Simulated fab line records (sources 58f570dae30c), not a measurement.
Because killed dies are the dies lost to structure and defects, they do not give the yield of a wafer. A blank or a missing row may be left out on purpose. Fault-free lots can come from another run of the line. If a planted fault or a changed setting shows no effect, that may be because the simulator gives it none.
fab line records	flow berkeleyCmos170	part 1 of 2: steps 1 to 33 of 45
record: lots: 5	wafers: 15	lastDay: 11
route steps=331 shown NWELL@32 PWELL@34 WELLDRIVE@55 ACTIVE@60
lots that met no fault: taken from a fault-free run of the same line
startH: hours from the record's opening day to when the first of the lot's shown wafers began	waitH: time in hours since the lot's previous step	" as in the row above	L1.1+2: several wafers, shown together as one row	- no value, or no start given	* or withheld: withheld	< > ~ a bound
route shown NAME@n: names a module that has steps shown in the file, with the first one's number in the route	usual: mean and standard deviation over wafers with no fault	same: alike in all rows	chamber/n: place in a boat	sites: readings site by site	_std_site: standard deviation of those values	_edge_site: mean of outer sites minus mean of inner sites	radiusMm: how far each site lies from the wafer's centre	mask NAME#n: copy n	behind: the most recent tool/chamber to have shaped the wafer	hold: what put the lot on hold/how long, in hours/how the hold closed	device: transistor that didn't switch, given as n, p or np	end of line: tests of these same wafers at the route's end	a step given without rows: its recipe and nothing more	killed: the dies lost at the first sort to structure and to defects; this is not the yield of the wafer	map: the dies of a wafer, with x for killed, . for not killed, _ for no die there
set.NAME: the setting that was run; set.NAME@STEP: the one run at that earlier step	model.NAME: the simulator's own value behind a step, which no gauge read
certain route steps with their lots: each step a table, each wafer a row
services: the hour from which a tool's chamber was out of use, counted from the record's first day as startH (under 0 if before that day), plus the number of hours and why
== steps ==
step: UCB170_NWELL_WET_ETCH_18
recipe: chemistry: H3PO4	target: Si3N4	tempC: 160	timeS: 14400
lot.wafer	tool	chamber	startH	waitH
L077.3+5+6	wetBench-03	2	50.98	0.4
L083.1+2+3	wetBench-04	3	76.79	0.0
L086.1+2+3	wetBench-02	0	89.66	0.6
L092.1+3+5	wetBench-02	1	122.08	0.0
L094.2+3+4	wetBench-03	3	126.00	0.0
step: UCB170_NWELL_WET_ETCH_19
recipe: chemistry: BOE	dilution: 5:1	target: SiO2	tempC: 25	timeS: 22
lot.wafer	tool	chamber	startH	waitH
L077.3+5+6	wetBench-03	1	55.00	0.0
L083.1+2+3	wetBench-04	1	80.80	0.0
L086.1+2+3	wetBench-03	2	94.06	0.0
L092.1+3+5	wetBench-02	2	126.10	0.0
L094.2+3+4	wetBench-03	2	130.37	0.0
step: UCB170_PWELL_CLEAN_00
recipe: chemistry: SPM	tempC: 120	timeS: 600
lot.wafer	tool	chamber	startH	waitH
L077.3+5+6	wetBench-04	0	55.08	0.1
L083.1+2+3	wetBench-03	3	80.84	0.0
L086.1+2+3	wetBench-03	0	94.07	0.0
L092.1+3+5	wetBench-02	3	126.11	0.0
L094.2+3+4	wetBench-03	2	130.39	0.0
step: UCB170_PWELL_CLEAN_01
recipe: chemistry: dHF	dilution: 25:1	timeS: 60
lot.wafer	tool	chamber	startH	waitH
L077.3+5+6	wetBench-02	2	55.27	0.0
L083.1+2+3	wetBench-04	1	81.02	0.0
L086.1+2+3	wetBench-03	0	94.25	0.0
L092.1+3+5	wetBench-02	2	126.29	0.0
L094.2+3+4	wetBench-03	0	130.58	0.0
step: UCB170_PWELL_OXIDATION_02
recipe: tempC: 1000	ambient: O2	targetThkA: 264	oxTimeS: 1260
usual: spikeTcCentreC: 1003.4/1.1
lot.wafer	tool	chamber	startH	waitH	spikeTcCentreC
L077.3	furnace-01	0	56.27	1.0	1003.3
L077.5	"	0	"	"	1004.5
L077.6	"	0	"	"	1003.6
L083.1	furnace-02	0	82.74	1.7	1001.7
L083.2	"	0	"	"	1003.8
L083.3	"	0	"	"	1002.6
L086.1	furnace-01	0	96.84	2.6	1005.6
L086.2	"	0	"	"	1003.7
L086.3	"	0	"	"	1003.4
L092.1	furnace-01	0	133.35	7.0	1003.1
L092.3	"	0	"	"	1005.1
L092.5	"	0	"	"	1005.5
L094.2	furnace-01	0	133.35	2.7	1003.4
L094.3	"	0	"	"	1004.3
L094.4	"	0	"	"	1004.0
step: UCB170_PWELL_THK_MEAS_03
recipe: reads: SiO2_of_PWELL_OXIDATION_02
usual: PWELL_OXIDE_THK: 26.3/0.49
lot.wafer	tool	chamber	startH	waitH	PWELL_OXIDE_THK[nm]
L077.3	filmMetro-01	-	57.64	0.0	25.4
L077.5	"	-	"	"	25.5
L077.6	"	-	"	"	25.7
L083.1	filmMetro-02	-	84.09	0.0	27.1
L083.2	"	-	"	"	26.5
L083.3	"	-	"	"	26.2
L086.1	filmMetro-02	-	98.22	0.0	26.2
L086.2	"	-	"	"	26.4
L086.3	"	-	"	"	26.4
L092.1	filmMetro-02	-	134.70	0.0	26.3
L092.3	"	-	"	"	26.2
L092.5	"	-	"	"	26.4
L094.2	filmMetro-01	-	134.75	0.1	25.5
L094.3	"	-	"	"	25.8
L094.4	"	-	"	"	25.9
step: UCB170_PWELL_ANNEAL_04
recipe: tempC: 1000	timeS: 900	ambient: N2
usual: spikeTcCentreC: 1003.0/1.3
lot.wafer	tool	chamber	startH	waitH	spikeTcCentreC
L077.3	furnace-03	0	59.25	1.6	1003.8
L077.5	"	0	"	"	1004.0
L077.6	"	0	"	"	1002.9
L083.1	furnace-03	0	84.99	0.9	1001.8
L083.2	"	0	"	"	1003.5
L083.3	"	0	"	"	1001.2
L086.1	furnace-03	0	100.08	1.8	1003.5
L086.2	"	0	"	"	1000.9
L086.3	"	0	"	"	1002.4
L092.1	furnace-02	0	140.14	5.4	1002.6
L092.3	"	0	"	"	1001.2
L092.5	"	0	"	"	1001.2
L094.2	furnace-02	0	140.14	5.4	1002.9
L094.3	"	0	"	"	1002.4
L094.4	"	0	"	"	1004.3
step: UCB170_PWELL_CVD_05
recipe: material: Si3N4	targetThkNm: 220	tempC: 800	precursor: SiH2Cl2/NH3	timeS: 3300	pressureMtorr: 200	sih2cl2FlowSccm: 25	nh3FlowSccm: 75
usual: sih2cl2FlowSccm: 24.99/0.085	spikeTcCentreC: 801.8/1.2
lot.wafer	tool	chamber	startH	waitH	sih2cl2FlowSccm	spikeTcCentreC
L077.3	lpcvd-01	0	61.18	0.7	24.92	803.4
L077.5	"	0	"	"	25.00	800.8
L077.6	"	0	"	"	24.91	802.4
L083.1	lpcvd-02	0	86.24	0.0	25.17	803.3
L083.2	"	0	"	"	25.00	802.5
L083.3	"	0	"	"	25.07	802.7
L086.1	lpcvd-02	1	101.33	0.0	24.97	802.0
L086.2	"	1	"	"	24.99	801.8
L086.3	"	1	"	"	25.02	802.8
L092.1	lpcvd-01	1	141.39	0.0	24.92	803.3
L092.3	"	1	"	"	24.99	802.2
L092.5	"	1	"	"	24.88	799.8
L094.2	lpcvd-01	1	141.39	0.0	24.99	803.1
L094.3	"	1	"	"	24.97	801.8
L094.4	"	1	"	"	24.98	801.1
step: UCB170_PWELL_THK_MEAS_06
recipe: reads: Si3N4_of_PWELL_CVD_05
usual: PWELL_NITRIDE_THK: 219.0/1.8
lot.wafer	tool	chamber	startH	waitH	PWELL_NITRIDE_THK[nm]
L077.3	filmMetro-01	-	63.12	0.0	217.1
L077.5	"	-	"	"	218.0
L077.6	"	-	"	"	217.9
L083.1	filmMetro-02	-	89.12	0.0	216.7
L083.2	"	-	"	"	218.5
L083.3	"	-	"	"	217.2
L086.1	filmMetro-02	-	104.20	0.0	219.9
L086.2	"	-	"	"	217.0
L086.3	"	-	"	"	218.0
L092.1	filmMetro-01	-	143.30	0.0	217.5
L092.3	"	-	"	"	218.7
L092.5	"	-	"	"	217.3
L094.2	filmMetro-02	-	143.31	0.0	218.4
L094.3	"	-	"	"	217.6
L094.4	"	-	"	"	217.8
step: UCB170_PWELL_HMDS_07
recipe: primeTimeS: 60	primeTempC: 100
lot.wafer	tool	chamber	startH	waitH
L077.3+5+6	lithoTrack-04	0	63.21	0.1
L083.1+2+3	lithoTrack-01	0	89.73	0.6
L086.1+2+3	lithoTrack-04	0	104.65	0.4
L092.1+3+5	lithoTrack-01	0	143.36	0.1
L094.2+3+4	lithoTrack-02	0	143.39	0.1
step: UCB170_PWELL_COAT_08
recipe: resist: KrF	spinRpm: 1500	resistThkNm: 900
lot.wafer	tool	chamber	startH	waitH
L077.3+5+6	lithoTrack-04	0	63.36	0.1
L083.1+2+3	lithoTrack-01	0	89.88	0.1
L086.1+2+3	lithoTrack-04	0	104.80	0.1
L092.1+3+5	lithoTrack-01	0	143.51	0.1
L094.2+3+4	lithoTrack-02	0	143.54	0.1
step: UCB170_PWELL_SOFTBAKE_09
recipe: resist: KrF	tempC: 130	timeS: 60
lot.wafer	tool	chamber	startH	waitH
L077.3+5+6	lithoTrack-04	0	63.51	0.1
L083.1+2+3	lithoTrack-01	0	90.03	0.1
L086.1+2+3	lithoTrack-04	0	104.95	0.1
L092.1+3+5	lithoTrack-01	0	143.66	0.1
L094.2+3+4	lithoTrack-02	0	143.69	0.1
step: UCB170_PWELL_EXPOSE_10
recipe: maskId: PWELL	targetCdNm: 3000	na: 0.5	sigmaOuter: 0.6	sourceShape: conventional	doseMj: 19
lot.wafer	tool	chamber	startH	waitH	mask
L077.3+5+6	krfScanner-02	0	64.01	0.5	PWELL#0
L083.1+2+3	krfScanner-02	0	90.18	0.1	PWELL#0
L086.1+2+3	krfScanner-01	0	105.10	0.1	PWELL#0
L092.1+3+5	krfScanner-01	0	143.94	0.2	PWELL#0
L094.2+3+4	krfScanner-01	0	144.19	0.5	PWELL#0
step: UCB170_PWELL_PEB_11
recipe: pebTempC: 130	pebTimeS: withheld	resist: KrF
lot.wafer	tool	chamber	startH	waitH
L077.3+5+6	lithoTrack-04	0	64.14	0.1
L083.1+2+3	lithoTrack-02	0	90.45	0.3
L086.1+2+3	lithoTrack-04	0	105.37	0.3
L092.1+3+5	lithoTrack-02	0	144.05	0.1
L094.2+3+4	lithoTrack-02	0	144.35	0.1
step: UCB170_PWELL_DEVELOP_12
recipe: developer: TMAH	developTimeS: 45	resist: KrF	devTempC: 21
lot.wafer	tool	chamber	startH	waitH
L077.3+5+6	lithoTrack-04	0	-	-
L083.1+2+3	lithoTrack-02	0	-	-
L086.1+2+3	lithoTrack-04	0	-	-
L092.1+3+5	lithoTrack-02	0	-	-
L094.2+3+4	lithoTrack-02	0	-	-
step: UCB170_PWELL_OVL_MEAS_13
usual: PWELL_OVL: 6/6.2
lot.wafer	tool	chamber	startH	waitH	PWELL_OVL[nm]
L077.3	overlay-02	-	64.38	-	-2
L077.5	"	-	"	"	-5
L077.6	"	-	"	"	-7
L083.1	overlay-01	-	90.73	-	17
L083.2	"	-	"	"	10
L083.3	"	-	"	"	4
L086.1	overlay-01	-	105.65	-	0
L086.2	"	-	"	"	-6
L086.3	"	-	"	"	1
L092.1	overlay-01	-	144.33	-	25
L092.3	"	-	"	"	15
L092.5	"	-	"	"	16
L094.2	overlay-01	-	144.61	-	10
L094.3	"	-	"	"	11
L094.4	"	-	"	"	9
step: UCB170_PWELL_ETCH_14
recipe: chemistry: CH3F/Ar/O2	target: Si3N4	stopOn: SiO2	CH3F_flow_sccm: 20	Ar_flow_sccm: 50	O2_flow_sccm: 7	pressureMtorr: 50	rfW: 450	targetDepthA: 2420	overEtchFrac: 0.1	timeS: 151
usual: drypumpMotorCurrentA: 5.5/0.57	oesProductAu: 0.941/0.019	throttleValvePct: 8.06/0.11
lot.wafer	tool	chamber	startH	waitH	drypumpMotorCurrentA	oesProductAu	rfHoursCounterH	throttleValvePct
L077.3	rieDiel-02	1	64.40	0.0	6.4	0.930	38	8.15
L077.5	"	2	"	"	5.5	0.969	-	8.02
L077.6	"	1	"	"	6.4	0.938	-	8.15
L083.1	rieDiel-02	3	90.76	0.0	4.9	0.923	16	7.91
L083.2	"	1	"	"	6.4	0.935	39	8.14
L083.3	"	2	"	"	5.5	0.958	146	8.03
L086.1	rieDiel-03	3	105.68	0.0	5.2	0.964	15	8.27
L086.2	"	0	"	"	5.4	0.917	45	8.08
L086.3	"	2	"	"	4.8	0.920	45	8.01
L092.1	rieDiel-03	1	144.37	0.0	5.7	0.934	15	7.93
L092.3	"	2	"	"	4.8	0.922	47	8.00
L092.5	"	2	"	"	4.8	0.916	-	8.01
L094.2	rieDiel-04	1	144.64	0.0	6.6	0.940	141	8.01
L094.3	"	2	"	"	6.3	0.923	8	8.01
L094.4	"	0	"	"	5.9	0.922	4	8.06
step: UCB170_PWELL_IMPLANT_15
recipe: species: B	doseCm2: 5e+12	energyKev: 60	tiltDeg: 7
lot.wafer	tool	chamber	startH	waitH
L077.3+5+6	implanter-02	0	64.55	0.1
L083.1+2+3	implanter-02	0	90.86	0.1
L086.1+2+3	implanter-03	0	105.79	0.1
L092.1+3+5	implanter-03	0	144.47	0.1
L094.2+3+4	implanter-02	0	144.77	0.1
step: UCB170_PWELL_STRIP_16
recipe: chemistry: O2	powerW: 400	pressureMtorr: 3500	platenTempC: withheld	o2FlowSccm: 400	overashFraction: 0.5
usual: drypumpMotorCurrentA: 6.0/0.39	oesProductAu: 0.721/0.0046	stripTimeToEndpointS: 18.10/0.072
lot.wafer	tool	chamber	startH	waitH	drypumpMotorCurrentA	oesProductAu	rfHoursCounterH	stripTimeToEndpointS
L077.3	plasmaAsher-04	0	64.69	0.1	5.7	0.720	-	18.12
L077.5	"	0	"	"	5.7	0.722	-	18.21
L077.6	"	1	"	"	6.2	0.723	-	18.03
L083.1	plasmaAsher-03	1	91.01	0.1	6.5	0.713	32	18.06
L083.2	"	0	"	"	5.3	0.721	32	18.05
L083.3	"	1	"	"	6.5	0.721	-	18.21
L086.1	plasmaAsher-01	1	105.94	0.1	6.0	0.720	41	18.17
L086.2	"	0	"	"	6.3	0.725	41	18.15
L086.3	"	0	"	"	6.3	0.720	-	18.14
L092.1	plasmaAsher-01	0	144.62	0.1	6.3	0.722	45	18.06
L092.3	"	1	"	"	6.0	0.713	-	18.10
L092.5	"	1	"	"	6.0	0.718	-	18.09
L094.2	plasmaAsher-04	0	144.89	0.1	5.7	0.724	3	18.15
L094.3	"	1	"	"	6.2	0.720	-	18.05
L094.4	"	0	"	"	5.7	0.721	-	17.99
step: UCB170_PWELL_TW_MEAS_17
usual: PWELL_TW: 377/4.5
lot.wafer	tool	chamber	startH	waitH	PWELL_TW
L077.3	filmMetro-02	-	64.77	0.1	380
L077.5	"	-	"	"	381
L077.6	"	-	"	"	379
L083.1	filmMetro-01	-	91.11	0.1	377
L083.2	"	-	"	"	374
L083.3	"	-	"	"	375
L086.1	filmMetro-04	-	106.04	0.1	386
L086.2	"	-	"	"	383
L086.3	"	-	"	"	385
L092.1	filmMetro-01	-	144.72	0.1	374
L092.3	"	-	"	"	373
L092.5	"	-	"	"	372
L094.2	filmMetro-02	-	145.00	0.1	382
L094.3	"	-	"	"	381
L094.4	"	-	"	"	383
step: UCB170_PWELL_CLEAN_18
recipe: chemistry: SPM	tempC: 120	timeS: 600
lot.wafer	tool	chamber	startH	waitH
L077.3+5+6	wetBench-02	3	64.96	0.2
L083.1+2+3	wetBench-04	0	91.70	0.6
L086.1+2+3	wetBench-04	2	106.19	0.1
L092.1+3+5	wetBench-02	2	144.78	0.1
L094.2+3+4	wetBench-02	0	145.05	0.0
step: UCB170_PWELL_WET_ETCH_19
recipe: chemistry: H3PO4	target: Si3N4	tempC: 160	timeS: 14400
lot.wafer	tool	chamber	startH	waitH
L077.3+5+6	wetBench-03	0	67.08	1.9
L083.1+2+3	wetBench-04	1	91.89	0.0
L086.1+2+3	wetBench-04	2	106.43	0.1
L092.1+3+5	wetBench-04	1	144.95	0.0
L094.2+3+4	wetBench-02	2	145.27	0.0
step: UCB170_PWELL_WET_ETCH_20
recipe: chemistry: BOE	dilution: 5:1	target: SiO2	tempC: 25	timeS: 22
lot.wafer	tool	chamber	startH	waitH
L077.3+5+6	wetBench-02	3	71.45	0.0
L083.1+2+3	wetBench-03	3	96.50	0.2
L086.1+2+3	wetBench-02	3	110.44	0.0
L092.1+3+5	wetBench-02	1	149.45	0.5
L094.2+3+4	wetBench-02	0	149.45	0.2
step: UCB170_WELLDRIVE_CLEAN_00
recipe: chemistry: SPM	tempC: 120	timeS: 600
lot.wafer	tool	chamber	startH	waitH
L077.3+5+6	wetBench-02	3	71.47	0.0
L083.1+2+3	wetBench-04	2	96.64	0.1
L086.1+2+3	wetBench-04	2	110.45	0.0
L092.1+3+5	wetBench-03	3	149.55	0.1
L094.2+3+4	wetBench-03	1	149.55	0.1
step: UCB170_WELLDRIVE_OXIDATION_01
recipe: tempC: 1100	ambient: O2	targetThkA: 1990	oxTimeS: 9000
usual: spikeTcCentreC: 1102.9/0.96
lot.wafer	tool	chamber	startH	waitH	spikeTcCentreC
L077.3	furnace-04	0	73.44	1.8	1104.9
L077.5	"	0	"	"	1103.2
L077.6	"	0	"	"	1103.9
L083.1	furnace-04	0	99.46	2.6	1103.0
L083.2	"	0	"	"	1103.3
L083.3	"	0	"	"	1103.0
L086.1	furnace-03	0	112.18	1.5	1101.4
L086.2	"	0	"	"	1102.5
L086.3	"	0	"	"	1102.0
L092.1	furnace-04	0	150.72	1.0	1103.5
L092.3	"	0	"	"	1104.3
L092.5	"	0	"	"	1101.6
L094.2	furnace-04	0	150.72	1.0	1102.6
L094.3	"	0	"	"	1103.9
L094.4	"	0	"	"	1103.7
step: UCB170_WELLDRIVE_THK_MEAS_02
recipe: reads: SiO2_of_WELLDRIVE_OXIDATION_01
usual: WELLDRIVE_OXIDE_THK: 198/4
lot.wafer	tool	chamber	startH	waitH	WELLDRIVE_OXIDE_THK[nm]
L077.3	filmMetro-02	-	76.96	0.0	204
L077.5	"	-	"	"	206
L077.6	"	-	"	"	203
L083.1	filmMetro-03	-	102.96	0.0	194
L083.2	"	-	"	"	193
L083.3	"	-	"	"	192
L086.1	filmMetro-01	-	115.68	0.0	195
L086.2	"	-	"	"	195
L086.3	"	-	"	"	193
L092.1	filmMetro-03	-	154.22	0.0	202
L092.3	"	-	"	"	197
L092.5	"	-	"	"	204
L094.2	filmMetro-01	-	154.24	0.0	197
L094.3	"	-	"	"	199
L094.4	"	-	"	"	197
step: UCB170_WELLDRIVE_ANNEAL_03
recipe: tempC: 1100	timeS: 900	ambient: N2
usual: spikeTcCentreC: 1102.7/1
lot.wafer	tool	chamber	startH	waitH	spikeTcCentreC
L077.3	furnace-04	0	78.44	1.5	1104.4
L077.5	"	0	"	"	1104.1
L077.6	"	0	"	"	1101.9
L083.1	furnace-02	0	105.25	2.3	1102.3
L083.2	"	0	"	"	1101.7
L083.3	"	0	"	"	1102.7
L086.1	furnace-02	0	118.17	2.5	1103.0
L086.2	"	0	"	"	1104.0
L086.3	"	0	"	"	1103.4
L092.1	furnace-04	0	157.06	2.8	1102.1
L092.3	"	0	"	"	1102.4
L092.5	"	0	"	"	1103.1
L094.2	furnace-04	0	157.06	2.8	1102.9
L094.3	"	0	"	"	1104.2
L094.4	"	0	"	"	1104.9
step: UCB170_WELLDRIVE_WET_ETCH_04
recipe: chemistry: BOE	dilution: 5:1	target: SiO2	tempC: 25	timeS: 120
lot.wafer	tool	chamber	startH	waitH
L077.3+5+6	wetBench-03	1	79.69	0.0
L083.1+2+3	wetBench-02	2	107.90	1.4
L086.1+2+3	wetBench-03	3	120.64	1.2
L092.1+3+5	wetBench-03	0	158.31	0.0
L094.2+3+4	wetBench-03	2	158.31	0.0
step: UCB170_ACTIVE_CLEAN_00
recipe: chemistry: SPM	tempC: 120	timeS: 600
lot.wafer	tool	chamber	startH	waitH
L077.3+5+6	wetBench-02	1	79.73	0.0
L083.1+2+3	wetBench-02	0	107.96	0.0
L086.1+2+3	wetBench-03	3	120.87	0.2
L092.1+3+5	wetBench-03	1	158.35	0.0
L094.2+3+4	wetBench-03	0	158.35	0.0
step: UCB170_ACTIVE_CLEAN_01
recipe: chemistry: dHF	dilution: 25:1	timeS: 60
lot.wafer	tool	chamber	startH	waitH
L077.3+5+6	wetBench-03	2	79.91	0.0
L083.1+2+3	wetBench-02	1	108.31	0.2
L086.1+2+3	wetBench-03	3	121.22	0.2
L092.1+3+5	wetBench-03	3	158.54	0.0
L094.2+3+4	wetBench-03	1	158.54	0.0
step: UCB170_ACTIVE_OXIDATION_02
recipe: tempC: 1000	ambient: O2	targetThkA: 264	oxTimeS: 1260
usual: spikeTcCentreC: 1003.1/1.2
lot.wafer	tool	chamber	startH	waitH	spikeTcCentreC
L077.3	furnace-01	0	82.27	2.3	1003.0
L077.5	"	0	"	"	1004.1
L077.6	"	0	"	"	1002.9
L083.1	furnace-04	0	109.64	1.3	1003.5
L083.2	"	0	"	"	1004.8
L083.3	"	0	"	"	1003.1
L086.1	furnace-02	0	123.35	2.1	1002.1
L086.2	"	0	"	"	1002.4
L086.3	"	0	"	"	1003.0
L092.1	furnace-02	0	161.17	2.6	1000.2
L092.3	"	0	"	"	1001.2
L092.5	"	0	"	"	1002.1
L094.2	furnace-02	0	161.17	2.6	1002.7
L094.3	"	0	"	"	1000.7
L094.4	"	0	"	"	1001.7
step: UCB170_ACTIVE_THK_MEAS_03
recipe: reads: SiO2_of_ACTIVE_OXIDATION_02
usual: ACTIVE_OXIDE_THK: 26.4/0.52
lot.wafer	tool	chamber	startH	waitH	ACTIVE_OXIDE_THK[nm]
L077.3	filmMetro-04	-	83.64	0.0	26.1
L077.5	"	-	"	"	25.9
L077.6	"	-	"	"	25.8
L083.1	filmMetro-04	-	110.99	0.0	26.0
L083.2	"	-	"	"	26.0
L083.3	"	-	"	"	26.5
L086.1	filmMetro-03	-	124.70	0.0	27.1
L086.2	"	-	"	"	27.2
L086.3	"	-	"	"	27.6
L092.1	filmMetro-02	-	162.52	0.0	26.7
L092.3	"	-	"	"	26.4
L092.5	"	-	"	"	26.6
L094.2	filmMetro-04	-	162.53	0.0	27.3
L094.3	"	-	"	"	27.7
L094.4	"	-	"	"	27.1
step: UCB170_ACTIVE_ANNEAL_04
recipe: tempC: 1000	timeS: 900	ambient: N2
usual: spikeTcCentreC: 1003.1/1.2
lot.wafer	tool	chamber	startH	waitH	spikeTcCentreC
L077.3	furnace-02	0	85.34	1.7	1002.4
L077.5	"	0	"	"	1002.6
L077.6	"	0	"	"	1001.4
L083.1	furnace-02	0	113.09	2.1	1002.8
L083.2	"	0	"	"	1003.6
L083.3	"	0	"	"	1003.2
L086.1	furnace-02	0	127.39	2.7	1001.0
L086.2	"	0	"	"	1003.6
L086.3	"	0	"	"	1002.9
L092.1	furnace-01	0	167.20	4.7	1003.4
L092.3	"	0	"	"	1002.6
L092.5	"	0	"	"	1003.0
L094.2	furnace-01	0	167.20	4.7	1004.0
L094.3	"	0	"	"	1006.3
L094.4	"	0	"	"	1003.8
